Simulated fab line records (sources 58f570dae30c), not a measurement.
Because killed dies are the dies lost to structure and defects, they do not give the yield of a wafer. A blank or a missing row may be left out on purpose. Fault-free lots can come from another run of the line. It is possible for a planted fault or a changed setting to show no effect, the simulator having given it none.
Which of the tools did it? -- flow berkeley_cmos170 -- 42 wafers from 14 lots sampled at 5 of the route's 331 steps

== WHAT THE GAUGES SHOWED, per wafer ==
UCB170_V1_THK_MEAS_04. Usual: V1_POLISHED_THK 1000.3 nm, standard deviation 1.2.
lot,measured,on,V1_POLISHED_THK (nm),flag
L945,day 7 02:35,film_metro-04,998.7 999.8 1001.2,
L947,day 7 10:17,film_metro-03,1000.1 1000.0 999.5,
L946,day 7 10:22,film_metro-02,999.4 998.6 998.3,
L949,day 8 03:31,film_metro-04,999.5 1000.4 999.2,
L950,day 8 03:31,film_metro-03,1000.7 1002.4 1000.9,
L948,day 8 03:50,film_metro-02,1000.5 1000.5 998.6,
L952,day 8 17:12,film_metro-02,1001.6 1000.9 1001.5,
L951,day 8 17:13,film_metro-04,1000.1 1001.6 999.3,
L960,day 10 06:53,film_metro-03,1000.4 1000.5 999.7,
L963,day 11 01:44,film_metro-04,1000.8 1000.3 998.8,
L965,day 11 01:44,film_metro-02,1001.6 999.2 1001.0,
L968,day 12 04:18,film_metro-04,999.6 1001.0 1001.1,
L966,day 12 04:36,film_metro-04,999.8 1000.3 999.2,
L967,day 12 04:36,film_metro-03,999.6 997.9 1000.3,

UCB170_M2_CD_MEAS_15: the cd target is 700 nm. Usual: cd_nm at 700.0 nm, with a standard deviation of 1.4.
lot,measured,on,cd_nm (nm),flag
L945,day 7 07:10,cd_sem-02,700.1 700.1 699.2,
L947,day 7 15:16,cd_sem-02,700.0 701.1 700.7,
L946,day 7 15:34,cd_sem-02,700.3 700.4 699.5,
L949,day 8 09:11,cd_sem-02,702.9 702.8 702.5,
L950,day 8 09:48,cd_sem-01,693.0 693.5 693.7,OFF
L948,day 8 09:32,cd_sem-02,692.9 691.5 692.8,OFF
L952,day 8 21:15,cd_sem-01,701.1 701.4 700.6,
L951,day 8 21:00,cd_sem-02,701.4 700.2 701.3,
L960,day 10 13:10,cd_sem-02,696.2 697.5 696.2,
L963,day 11 06:32,cd_sem-01,696.5 697.9 698.6,
L965,day 11 06:52,cd_sem-02,700.8 701.1 701.1,
L968,day 12 10:45,cd_sem-01,699.2 698.5 699.0,
L966,day 12 11:10,cd_sem-02,701.3 701.2 701.3,
L967,day 12 10:53,cd_sem-01,699.5 698.9 698.3,

UCB170_V2_THK_MEAS_04. Usual: V2_POLISHED_THK 1000.0 nm, standard deviation 1.2.
lot,measured,on,V2_POLISHED_THK (nm),flag
L945,day 7 08:35,film_metro-01,1002.7 998.9 999.3,
L947,day 7 16:42,film_metro-01,999.2 997.7 999.9,
L946,day 7 16:50,film_metro-03,999.8 999.6 998.8,
L949,day 8 10:26,film_metro-02,999.1 999.9 1000.9,
L950,day 8 11:02,film_metro-02,1001.2 1000.1 1000.0,
L948,day 8 10:44,film_metro-03,997.3 998.0 1001.1,
L952,day 8 22:29,film_metro-03,999.2 1001.9 1002.5,
L951,day 8 22:14,film_metro-02,1001.7 1001.3 999.2,
L960,day 10 14:25,film_metro-02,999.6 999.9 999.3,
L963,day 11 07:53,film_metro-01,1001.5 1000.5 1001.6,
L965,day 11 08:11,film_metro-03,999.3 1001.8 1002.3,
L968,day 12 11:59,film_metro-03,999.7 998.2 1000.8,
L966,day 12 12:25,film_metro-02,999.8 998.7 999.1,
L967,day 12 12:17,film_metro-01,999.8 1000.5 999.8,

== TOOL THAT RAN EACH LOT (tool first, then ch and the chambers of the sampled wafers, then the start) ==
lot,UCB170_M2_PEB_13,UCB170_V2_CVD_00
L945,"litho_track-02 ch 0, day 7 06:53","pecvd-02 ch 0,1,2, day 7 07:58"
L947,"litho_track-03 ch 0, day 7 14:59","pecvd-03 ch 1,2, day 7 16:04"
L946,"litho_track-03 ch 0, day 7 15:17","pecvd-02 ch 0,1,2, day 7 16:09"
L949,"litho_track-04 ch 0, day 8 08:55","pecvd-04 ch 0,1, day 8 09:48"
L950,"litho_track-04 ch 0, day 8 09:28","pecvd-04 ch 1,2, day 8 10:24"
L948,"litho_track-04 ch 0, day 8 09:16","pecvd-02 ch 0,1,2, day 8 10:09"
L952,"litho_track-03 ch 0, day 8 20:59","pecvd-04 ch 0,1,2, day 8 21:52"
L951,"litho_track-02 ch 0, day 8 20:44","pecvd-02 ch 0,1,2, day 8 21:35"
L960,"litho_track-03 ch 0, day 10 12:54","pecvd-04 ch 0,1,2, day 10 13:47"
L963,"litho_track-03 ch 0, day 11 06:16","pecvd-03 ch 0,1,2, day 11 07:09"
L965,"litho_track-02 ch 0, day 11 06:34","pecvd-02 ch 0,1, day 11 07:29"
L968,"litho_track-03 ch 0, day 12 10:28","pecvd-04 ch 1,2, day 12 11:21"
L966,"litho_track-04 ch 0, day 12 10:53","pecvd-04 ch 0,2, day 12 11:47"
L967,"litho_track-04 ch 0, day 12 10:37","pecvd-02 ch 0,1, day 12 11:30"
- UCB170_M2_PEB_13
- UCB170_V2_CVD_00: deposits SiO2 from TEOS/O2, target thk 2000 nm, time 250 s.

== AS READ BY THE TOOLS THEMSELVES (means over the sampled wafers that have a number; for cases with no such wafer, the mark the record gives instead) ==
UCB170_M2_PEB_13. Usual: plate_temp_C at 130.02 C, with a standard deviation of 0.13.
lot,tool,plate_temp_C (C),flag
L945,litho_track-02,129.84,
L947,litho_track-03,129.93,
L946,litho_track-03,130.07,
L949,litho_track-04,129.96,
L950,litho_track-04,130.20,
L948,litho_track-04,130.01,
L952,litho_track-03,130.02,
L951,litho_track-02,129.94,
L960,litho_track-03,129.82,
L963,litho_track-03,130.10,
L965,litho_track-02,129.95,
L968,litho_track-03,129.99,
L966,litho_track-04,130.18,
L967,litho_track-04,130.05,

UCB170_V2_CVD_00. Usual: heater_power_w at 256 W, with a standard deviation of 75.
lot,tool,heater_power_w (W),flag
L945,pecvd-02,249,
L947,pecvd-03,242,
L946,pecvd-02,213,
L949,pecvd-04,327,
L950,pecvd-04,311,
L948,pecvd-02,257,
L952,pecvd-04,327,
L951,pecvd-02,206,
L960,pecvd-04,293,
L963,pecvd-03,270,
L965,pecvd-02,173,
L968,pecvd-04,296,
L966,pecvd-04,260,
L967,pecvd-02,161,

== THE ANSWER, worked out from the rows above alone ==
Rule: a lot is off if the mean of its wafers that have a number lies more than 3 standard deviations from the usual mean. A lot without any number at a reading at which 4 lots or more have one is off too. Where the step has rows for the other lots, those lots are counted as sound. Order of review: gauges by route order, followed by the tools' own readings, for which a lot's mean as printed above is used. The first step at which some lot is off is used, and at that step the reading that is off furthest; a lot without a number counts as furthest.
Off, at UCB170_M2_CD_MEAS_15 on cd_nm: L950, L948.
If a tool, at a process step before that reading, ran all the lots that are off and no sound lot after the first of them, it fits. The gauges at UCB170_M2_CD_MEAS_15 are tried like those tools. No candidate that was tried fits.

== WHAT THE SIMULATOR HAD PUT IN ==
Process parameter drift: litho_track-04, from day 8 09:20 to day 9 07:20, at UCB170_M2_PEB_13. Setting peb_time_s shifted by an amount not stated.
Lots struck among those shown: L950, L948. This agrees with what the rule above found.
